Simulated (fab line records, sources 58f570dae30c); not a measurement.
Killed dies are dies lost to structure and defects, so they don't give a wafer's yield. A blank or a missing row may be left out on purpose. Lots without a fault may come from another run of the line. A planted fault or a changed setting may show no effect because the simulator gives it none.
One fault seen from 2 desks | flow berkeley_cmos170 | each desk has only its own numbers; what lay behind them comes last

THE METROLOGY DESK
What the gauges read, lot by lot, whatever tool the lot ran on: means of the sampled wafers that have a number. A lot is out of limits, marked OUT, if its mean lies more than 4 standard deviations from the usual mean; the brackets give that distance.
Columns: A = GATE_OVL at UCB170_GATE_OVL_MEAS_13, usual -4 nm; B = cd_nm at UCB170_GATE_CD_MEAS_90, usual 349.6 nm
lot  | first seen here | A   | B
L923 | day 7 02:26     | -2  | 349.1
L924 | day 7 02:40     | -1  | 349.8
L925 | day 7 17:40     | 0   | 350.8
L926 | day 7 17:56     | -4  | 351.5
L928 | day 8 05:21     | -3  | 348.4
L929 | day 8 05:35     | -12 | 348.1
L927 | day 8 05:52     | -13 | 352.5
L931 | day 9 05:12     | -2  | 350.8
L932 | day 9 05:28     | 1   | 350.4
L938 | day 10 12:57    | -3  | 350.1
L940 | day 10 21:23    | -8  | 349.0
L939 | day 10 21:40    | 2   | 350.1
L942 | day 11 13:04    | -3  | 350.6
L945 | day 11 21:52    | -3  | 348.6
This desk's finding: nothing out of limits on any of the 14 lots.

THE TOOL OWNER'S DESK: litho_track-04
The tool's own readings at UCB170_NWELL_HMDS_06 (prime time 60 s): means of the sampled wafers that have a number, for each lot that ran on this tool. A lot is out of limits, marked OUT, if its mean lies more than 4 standard deviations from the usual mean; the brackets give that distance.
Columns: A = prime_temp_c at UCB170_NWELL_HMDS_06, usual 100.00 C
lot  | first seen here | A
L923 | day 2 06:44     | 99.90
L926 | day 2 22:18     | 99.84
L932 | day 4 03:31     | 100.02
L938 | day 5 16:16     | 102.07 (+17) OUT
L939 | day 5 22:04     | 101.86 (+15) OUT
This desk's finding: out of limits on L938, L939; first on L938, day 5 16:16 (prime_temp_c at UCB170_NWELL_HMDS_06). In limits: L923, L926, L932.

PUT TOGETHER
The tool owner's desk could have raised an alarm at day 5 16:16, on L938, L939.
The metrology desk saw nothing out of limits.
The metrology desk has L938, L939 on record, within its limits.
Of the lots named, all ran UCB170_NWELL_HMDS_06 on litho_track-04.

WHAT THE SIMULATOR HAD PUT IN
Process parameter drift: litho_track-04, from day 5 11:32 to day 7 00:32, at UCB170_NWELL_HMDS_06. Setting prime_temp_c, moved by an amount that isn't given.
Lots struck among those shown: L938, L939.
Hours from the fault's start to each desk's first reading out of limits: the tool owner's desk, 5.
